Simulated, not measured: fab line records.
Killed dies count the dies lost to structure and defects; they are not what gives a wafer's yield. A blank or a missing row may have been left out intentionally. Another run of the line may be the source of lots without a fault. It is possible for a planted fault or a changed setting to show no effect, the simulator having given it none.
A lot that was struck, set against a sound lot + flow berkeleyCmos170 + 15 steps out of a route of 331
Sound: the wafers L132.1, L132.2, L132.3. Struck: wafers L145.3, L145.4, L145.6. The cause comes at the end.
Per side, at each step with rows, come the tool, then ch with its chambers, and then its first start. Under that, the readings that differ: sound wafers + struck wafers + difference of the means + sigmas: that difference in standard deviations of wafers without a fault.
alike: words and numbers the same on both sides, and readings whose means are apart by under 2 such deviations; not compared: readings that were withheld, readings missing a value for some wafer, numbers with overlapping values and no deviation given by the record, and bounds like >300 which may hide the same value.
The two part at a step that has a row with sigmas, a row that says differs or no value, or rows on one side only. Numbers that have no deviation but don't overlap get no sigmas and don't part them. A reading that every wafer of one side lacks parts them only if that side has two wafers or more.

first, 4 steps without rows for these wafers: UCB170_PSD_SOFTBAKE_02 (time 60 s); UCB170_PSD_EXPOSE_03 (exposes mask PSELECT MOD, target cd 1200 nm); UCB170_PSD_PEB_04; UCB170_PSD_DEVELOP_05 (develop time 45 s).
UCB170_PSD_CD_MEAS_06: the cd target is 1200 nm.
  sound: cdSem-02 at day 9 04:38; struck: cdSem-01 at day 12 02:07
  alike: cdNm
UCB170_PSD_OVL_MEAS_07:
  sound: overlay-02 at day 9 04:45; struck: overlay-01 at day 12 02:13
  alike: PSD_OVL
following that, these wafers have no rows for 1 step: UCB170_PSD_IMPLANT_08.
UCB170_PSD_STRIP_09: strips in O2.
  sound on plasmaAsher-03 ch 0,1, day 9 04:56; struck on plasmaAsher-04 ch 0,1, day 12 02:25
  alike: drypumpMotorCurrentA, oesProductAu, stripTimeToEndpointS
  not compared: rfHoursCounterH
UCB170_PSD_TW_MEAS_10:
  sound: filmMetro-02 at day 9 05:02; struck: filmMetro-04 at day 12 02:31
  alike: PSD_TW
then, 3 steps without rows for these wafers: UCB170_PSD_CLEAN_11 (cleans in SPM, time 600 s); UCB170_NSD_HMDS_00 (prime time 60 s); UCB170_NSD_COAT_01 (resist thk 900 nm).
UCB170_NSD_SOFTBAKE_02: time 60 s.
  sound on lithoTrack-04 ch 0, day 9 06:01; struck on lithoTrack-03 ch 0, day 12 05:52
| reading               | sound             | struck            | difference | sigmas |
|-----------------------|-------------------|-------------------|------------|--------|
| heaterPowerTotalW (W) | 56.73 56.80 56.74 | 57.16 57.21 57.18 | +0.43      | +10    |
| runLengthS (s)        | 89.21 89.28 89.11 | 87.32 87.28 87.39 | -1.87      | -17    |
then, 1 step without rows for these wafers: UCB170_NSD_EXPOSE_03 (exposes mask NSELECT MOD, target cd 1200 nm).
UCB170_M3_PROBE_99:
  rows exist in the record for the sound wafers here (prober-01, day 10 09:37), none for the struck ones

WHERE THEY PART
At UCB170_NSD_SOFTBAKE_02 first; at UCB170_M3_PROBE_99 last (within this record only).

WHY: the cause the simulator had injected
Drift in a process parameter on lithoTrack-03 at UCB170_NSD_SOFTBAKE_02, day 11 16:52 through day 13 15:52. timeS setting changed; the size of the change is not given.
